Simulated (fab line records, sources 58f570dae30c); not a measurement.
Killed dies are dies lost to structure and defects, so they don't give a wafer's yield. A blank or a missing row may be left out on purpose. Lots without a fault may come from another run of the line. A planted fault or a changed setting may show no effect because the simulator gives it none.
Problem report in the 8D (eight disciplines) form, filled by code | flow berkeley_cmos170 | the parts of the form that need people (team, actions taken, sign-off) are left out

1. THE PROBLEM
rf_fwd_power_W at UCB170_M3_ETCH_17 reads a mean of 414.5 W on 3 wafers of 1 lot; wafers without a fault read 495.1 W with a standard deviation of 1.8. That is -45 standard deviations from the usual mean.
The step: etches BARC in N2/H2.
First seen on wafer L131.3, day 10 20:49, on rie_diel-04. The record holds 39 wafers of 13 lots with a number at this step. Rule for "out", or "out of limits": more than 4 standard deviations from the usual mean. The other wafers with a number count as sound.

2. WHAT IT IS AND WHAT IT IS NOT
question                    | is                             | is not
which readings at this step | rf_fwd_power_W, oes_product_au | throttle_valve_pct
which lots                  | L131                           | L121, L122, L123, L124, L125, L126, L127, L128, L129, L132, L141, L143
which wafers of those lots  | all that have a number         | -
read on which tools         | rie_diel-04                    | rie_diel-01, rie_diel-02
when                        | from day 10 20:49              | up to then (27 sound wafers); but 9 sound wafers of L132, L141, L143 came after

3. SUSPECTS, AND WHAT RULES EACH OUT
Counting: a tool at a process step up to the reading stays a suspect if it ran every lot that is out and no sound lot after the first of them.
- rie_diel-04 at UCB170_M3_ETCH_17 (etches BARC in N2/H2): kept. It ran the lot that is out, L131 (day 10 20:49), and no sound lot after that; its last sound lot up to then is L129 (day 10 19:42). Its own readings are out on those wafers: oes_product_au, rf_fwd_power_W.
Left after counting: rie_diel-04 at UCB170_M3_ETCH_17.

4. THE CAUSE (what the simulator had put in)
Process parameter drift: rie_diel-04, from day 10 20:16 on, at UCB170_M3_ETCH_17. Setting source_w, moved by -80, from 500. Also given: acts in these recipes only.
Counting left only this tool.

5. THE CHAIN OF EFFECTS, in route order
Each row: a reading whose mean over the struck wafers that have a number lies more than 3 standard deviations from the usual. Only readings for which the record gives a usual standard deviation are gone through. hours: the time from each lot's start at the first step in this table that gives one to its start at this step, as a median over the lots. sigmas: the change in usual standard deviations.
hours | step              | reading        | usual      | on struck wafers | change | sigmas
0     | UCB170_M3_ETCH_17 | oes_product_au | 0.995 a.u. | 0.918            | -0.077 | -5.2
0     | UCB170_M3_ETCH_17 | rf_fwd_power_W | 495.1 W    | 414.5            | -80.6  | -45
The process steps in it:
- UCB170_M3_ETCH_17: etches BARC in N2/H2.

6. WHAT WOULD HAVE CAUGHT IT SOONER
In this record the first reading out of limits was taken at day 10 20:49, 1 hour after the fault began at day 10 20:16.
